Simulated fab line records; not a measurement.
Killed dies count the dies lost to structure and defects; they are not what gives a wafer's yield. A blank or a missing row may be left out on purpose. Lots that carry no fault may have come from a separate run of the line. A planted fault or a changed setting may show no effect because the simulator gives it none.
Split-lot study | flow berkeley-cmos170 | on a route of 331 steps: 5 lots, 23 wafers read

SPLIT DETAILS
At UCB170_NLDD_EXPOSE_03 (exposes mask NSELECT, target cd 1200 nm), the setting dose-mj was moved away from the recipe's 30 on 6 of the 23 wafers read, by -2.1% to +4.4%. All remaining wafers had this setting at the recipe value.

FROM THE SPLIT TO THE READING: what the file shows between them, 2 steps
- UCB170_NLDD_PEB_04
- UCB170_NLDD_DEVELOP_05: develop time 45 s

THE READING
Shown in nm: cd-nm at UCB170_NLDD_CD_MEAS_06, with target cd 1200 nm. A value of 1200.6 nm with a standard deviation of 1.8 nm is what fault-free wafers of this fab line usually give.

wafer  | tool, chamber at the split | dose-mj as run | against the recipe | cd-nm, nm | against lot-mates on the recipe
L075.1 | krf-scanner-01, 0          | 30             | recipe             | 1200.7    | -
L075.2 | krf-scanner-01, 0          | 30             | recipe             | 1199.6    | -
L075.6 | krf-scanner-01, 0          | 30             | recipe             | 1200.7    | -
L080.2 | krf-scanner-01, 0          | 29.38          | -2.1%              | 1196.7    | -3.0
L080.3 | krf-scanner-01, 0          | 29.38          | -2.1%              | 1195.4    | -4.3
L080.4 | krf-scanner-01, 0          | 30             | recipe             | 1200.3    | -
L080.5 | krf-scanner-01, 0          | 30             | recipe             | 1199.2    | -
L080.6 | krf-scanner-01, 0          | 29.38          | -2.1%              | 1195.6    | -4.2
L076.2 | krf-scanner-02, 0          | 30             | recipe             | 1197.6    | -
L076.3 | krf-scanner-02, 0          | 30             | recipe             | 1196.8    | -
L076.4 | krf-scanner-02, 0          | 30             | recipe             | 1198.7    | -
L076.5 | krf-scanner-02, 0          | 30             | recipe             | 1197.1    | -
L076.6 | krf-scanner-02, 0          | 30             | recipe             | 1198.8    | -
L082.1 | krf-scanner-01, 0          | 30             | recipe             | 1202.6    | -
L082.2 | krf-scanner-01, 0          | 30             | recipe             | 1203.2    | -
L082.3 | krf-scanner-01, 0          | 30             | recipe             | 1201.5    | -
L082.5 | krf-scanner-01, 0          | 30             | recipe             | 1202.7    | -
L082.6 | krf-scanner-01, 0          | 30             | recipe             | 1204.0    | -
L083.1 | krf-scanner-02, 0          | 30             | recipe             | 1203.5    | -
L083.2 | krf-scanner-02, 0          | 31.31          | +4.4%              | 1210.8    | +7.4
L083.4 | krf-scanner-02, 0          | 31.31          | +4.4%              | 1210.7    | +7.3
L083.5 | krf-scanner-02, 0          | 31.31          | +4.4%              | 1210.8    | +7.4
L083.6 | krf-scanner-02, 0          | 30             | recipe             | 1203.3    | -

FIT RESULTS
A straight line over all 23 wafers: cd-nm changes by +2.32 nm for each +1% of dose-mj; r = +0.90; the points scatter about the line by 2.1 nm.
The same after taking each lot's own level away (the mean of its wafers on the recipe; 23 wafers): +1.73 nm for each +1%; r = +0.98; scatter 0.67 nm.
The reading moves by 7.5 nm for the largest change in dose-mj, on that fit.
Measured against the standard deviation above, the lots' own levels, which go from 1197.80 to 1203.40 nm, span 3.1 times it.
Thus the slope moves with the lot-to-lot level: the two fits are different.
Check: +7.5 nm against its lot-mates is what the line predicts for one of the wafers moved furthest among these (+4.4%) when that wafer is left out of the fit. Against them it came out at +7.4 nm.

FURTHER SPLITS ON THESE WAFERS
Note: prior to the reading, these wafers also went through further splits. Each is held against what the fit with the lots' levels taken away leaves over:
other split on the same wafers         | wafers away from the commonest value | r with cd-nm (lot level and that fit taken away)
UCB170_NWELL_OXIDATION_01 temp-c       | 15                                   | -0.06
UCB170_ACTIVE_CVD_05 sih2cl2-flow-sccm | 15                                   | -0.07
UCB170_PFIELD_IMPLANT_07 energy-kev    | 5                                    | +0.13
UCB170_PVT_COAT_01 spin-rpm            | 5                                    | +0.13
UCB170_PVT_DEVELOP_05 dev-temp-c       | 10                                   | +0.12
UCB170_PLDD_EXPOSE_03 dose-mj          | 8                                    | +0.08

THE FILE'S OWN FIT
cd-nm changes by +1.72 nm for each +1% of dose-mj, r = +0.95.
